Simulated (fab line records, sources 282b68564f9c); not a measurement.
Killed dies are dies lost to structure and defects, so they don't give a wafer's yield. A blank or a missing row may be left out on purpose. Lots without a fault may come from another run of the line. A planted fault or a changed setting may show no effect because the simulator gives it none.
A struck lot beside a sound one | flow rit_cmos | 15 steps out of a route of 202
Sound: wafers L107.3, L107.4, L107.5. Struck: wafers L122.2, L122.3, L122.6. The cause comes at the end.
At each step with rows: each side's tool, then ch and its chambers, then its first start. Under that, the readings that differ: sound wafers | struck wafers | difference of the means | sigmas: that difference in standard deviations of wafers without a fault.
alike: readings whose means differ by less than 2 such deviations, and words and numbers that are the same on both sides. not compared: withheld readings, readings that some wafer has no value for, bounds like >300 that may hide the same value, and numbers for which the record gives no deviation and whose values overlap.
The two part at a step that has a row with sigmas, a row that says differs or no value, or rows on one side only. Numbers that don't overlap but have no deviation are shown without sigmas and don't part them. A reading that every wafer of one side lacks parts them only if that side has two wafers or more.

first, 2 steps without rows for these wafers: RIT_ACTIVE_CLEAN_17 (cleans in SC2, time 600 s); RIT_FOX1_OXIDATION_00 (target thk 350.7 nm, ox time 1130 s).
RIT_FOX1_THK_MEAS_01:
  sound on film_metro-01, day 1 16:50; struck on film_metro-03, day 4 22:16
  alike: FOX1_OXIDE_THK
then, 2 steps without rows for these wafers: RIT_FOX1_WET_ETCH_02 (etches SiO2 in BOE, target depth 350 nm, time 390 s); RIT_FOX2_OXIDATION_00 (target thk 350.7 nm, ox time 1130 s).
RIT_FOX2_THK_MEAS_01:
  sound on film_metro-04, day 1 19:28; struck on film_metro-03, day 4 23:58
  reading             | sound       | struck      | difference | sigmas
  FOX2_OXIDE_THK (nm) | 354 355 353 | 343 345 341 | -11        | -2
then, 2 steps without rows for these wafers: RIT_FOX2_CLEAN_02 (cleans in dHF, time 180 s); RIT_FOX2_WET_ETCH_03 (etches Si3N4 in H3PO4, target depth 195 nm, time 2700 s).
RIT_FOX2_THK_MEAS_90:
  sound on film_metro-04, day 1 20:20; struck on film_metro-04, day 5 00:50
  alike: FIELD_OXIDE_LEFT_1_THK
then, 3 steps without rows for these wafers: RIT_NWELL_HMDS_00 (prime time 60 s); RIT_NWELL_COAT_01 (resist thk 1300 nm); RIT_NWELL_SOFTBAKE_02 (time 60 s).
RIT_NWELL_EXPOSE_03: exposes mask M2, target cd 43900 nm.
  sound on iline_stepper-01 ch 0, day 1 20:56; struck on iline_stepper-01 ch 0, day 5 01:22
  reading                       | sound       | struck            | difference | sigmas
  model.NWELL.overlay_x_nm (nm) | 1.3 1.3 1.3 | 1.917 1.917 1.917 | +0.617     |
  alike: mask
then, 1 step without rows for these wafers: RIT_NWELL_PEB_04.
RIT_M1_PROBE_99:
  sound on prober-02, day 3 14:38; struck on prober-02, day 6 16:43
  alike: killed_at_contacts, killed_at_front_end, killed_dies, killed_open, killed_short

WHERE THEY PART
Only at RIT_FOX2_THK_MEAS_01, within this record. Later steps at which nothing parts them and some readings are alike: RIT_FOX2_THK_MEAS_90, RIT_NWELL_EXPOSE_03, RIT_M1_PROBE_99.

WHY: what the simulator had put in
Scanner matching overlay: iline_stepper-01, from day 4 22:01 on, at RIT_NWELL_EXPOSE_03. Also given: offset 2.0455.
